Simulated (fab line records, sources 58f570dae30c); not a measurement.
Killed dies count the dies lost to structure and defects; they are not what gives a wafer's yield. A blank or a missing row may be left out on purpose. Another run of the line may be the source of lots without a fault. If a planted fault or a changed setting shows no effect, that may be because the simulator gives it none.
Chamber matching || flow berkeley cmos170 || 4 sister chambers for UCB170_GATE_ETCH_15 on rie si-02
The step etches poly-Si in HBr/Cl2, stops on SiO2, time 56.3 s, target depth 278.2 nm. 16 wafers are shown with their chamber, then 8 later ones without.

WAFERS, EACH WITH ITS CHAMBER
{"wafer": "L695.1", "chamber": 1, "throttle valve pct (%)": 26.11, "drypump motor current A (A)": 6.6, "oes product au (a.u.)": 0.839}
{"wafer": "L695.2", "chamber": 0, "throttle valve pct (%)": 26.26, "drypump motor current A (A)": 5.4, "oes product au (a.u.)": 0.862}
{"wafer": "L695.6", "chamber": 0, "throttle valve pct (%)": 26.24, "drypump motor current A (A)": 5.3, "oes product au (a.u.)": 0.856}
{"wafer": "L704.1", "chamber": 1, "throttle valve pct (%)": 26.12, "drypump motor current A (A)": 6.6, "oes product au (a.u.)": 0.828}
{"wafer": "L704.2", "chamber": 0, "throttle valve pct (%)": 26.25, "drypump motor current A (A)": 5.4, "oes product au (a.u.)": 0.845}
{"wafer": "L704.4", "chamber": 2, "throttle valve pct (%)": 26.58, "drypump motor current A (A)": 5.7, "oes product au (a.u.)": 0.841}
{"wafer": "L705.2", "chamber": 0, "throttle valve pct (%)": 26.25, "drypump motor current A (A)": 5.4, "oes product au (a.u.)": 0.864}
{"wafer": "L705.3", "chamber": 1, "throttle valve pct (%)": 26.13, "drypump motor current A (A)": 6.6, "oes product au (a.u.)": 0.849}
{"wafer": "L705.6", "chamber": 1, "throttle valve pct (%)": 26.13, "drypump motor current A (A)": 6.5, "oes product au (a.u.)": 0.839}
{"wafer": "L707.1", "chamber": 1, "throttle valve pct (%)": 26.12, "drypump motor current A (A)": 6.6, "oes product au (a.u.)": 0.827}
{"wafer": "L707.3", "chamber": 3, "throttle valve pct (%)": 26.43, "drypump motor current A (A)": 5.4, "oes product au (a.u.)": 0.796}
{"wafer": "L707.4", "chamber": 2, "throttle valve pct (%)": 26.57, "drypump motor current A (A)": 5.8, "oes product au (a.u.)": 0.824}
{"wafer": "L709.3", "chamber": 1, "throttle valve pct (%)": 26.11, "drypump motor current A (A)": 6.6, "oes product au (a.u.)": 0.823}
{"wafer": "L709.5", "chamber": 2, "throttle valve pct (%)": 26.59, "drypump motor current A (A)": 5.7, "oes product au (a.u.)": 0.836}
{"wafer": "L709.6", "chamber": 3, "throttle valve pct (%)": 26.45, "drypump motor current A (A)": 5.4, "oes product au (a.u.)": 0.793}
{"wafer": "L713.1", "chamber": 1, "throttle valve pct (%)": 26.13, "drypump motor current A (A)": 6.6, "oes product au (a.u.)": 0.834}

SIGNATURES (means of the wafers above)
{"reading": "throttle valve pct", "chamber 0": 26.2500, "chamber 1": 26.1214, "chamber 2": 26.5800, "chamber 3": 26.4400, "scatter within a chamber": 0.00951}
{"reading": "drypump motor current A", "chamber 0": 5.375, "chamber 1": 6.586, "chamber 2": 5.733, "chamber 3": 5.400, "scatter within a chamber": 0.0435}
{"reading": "oes product au", "chamber 0": 0.85675, "chamber 1": 0.83414, "chamber 2": 0.83367, "chamber 3": 0.79450, "scatter within a chamber": 0.00845}
Rule: distance of a wafer from a chamber = root of the sum over the readings of ((wafer's reading minus chamber's mean) / reading's scatter) squared. The wafer belongs to the nearest chamber; if the next one is less than 2 further off, it can't be placed. How the scatter is found: for the shown wafers, subtract from each reading the mean of its chamber, square and add these, divide the total by (wafers less chambers), then take the root.

WAFERS WITH NO CHAMBER GIVEN
{"wafer": "L713.3", "throttle valve pct (%)": 26.43, "drypump motor current A (A)": 5.4, "oes product au (a.u.)": 0.797}
{"wafer": "L713.4", "throttle valve pct (%)": 26.59, "drypump motor current A (A)": 5.7, "oes product au (a.u.)": 0.841}
{"wafer": "L714.1", "throttle valve pct (%)": 26.43, "drypump motor current A (A)": 5.4, "oes product au (a.u.)": 0.806}
{"wafer": "L714.5", "throttle valve pct (%)": 26.43, "drypump motor current A (A)": 5.4, "oes product au (a.u.)": 0.811}
{"wafer": "L714.6", "throttle valve pct (%)": 26.26, "drypump motor current A (A)": 5.4, "oes product au (a.u.)": 0.859}
{"wafer": "L715.1", "throttle valve pct (%)": 26.11, "drypump motor current A (A)": 6.6, "oes product au (a.u.)": 0.825}
{"wafer": "L715.2", "throttle valve pct (%)": 26.25, "drypump motor current A (A)": 5.4, "oes product au (a.u.)": 0.845}
{"wafer": "L715.4", "throttle valve pct (%)": 26.44, "drypump motor current A (A)": 5.4, "oes product au (a.u.)": 0.802}

EACH ONE'S CHAMBER
{"wafer": "L713.3", "from the rows above": 3, "in truth": 3}
{"wafer": "L713.4", "from the rows above": 2, "in truth": 2}
{"wafer": "L714.1", "from the rows above": 3, "in truth": 3}
{"wafer": "L714.5", "from the rows above": 3, "in truth": 3}
{"wafer": "L714.6", "from the rows above": 0, "in truth": 0}
{"wafer": "L715.1", "from the rows above": 1, "in truth": 1}
{"wafer": "L715.2", "from the rows above": 0, "in truth": 0}
{"wafer": "L715.4", "from the rows above": 3, "in truth": 3}
Placed correctly: 8 of 8. Not placeable from these rows: 0. 0 placed wrongly.
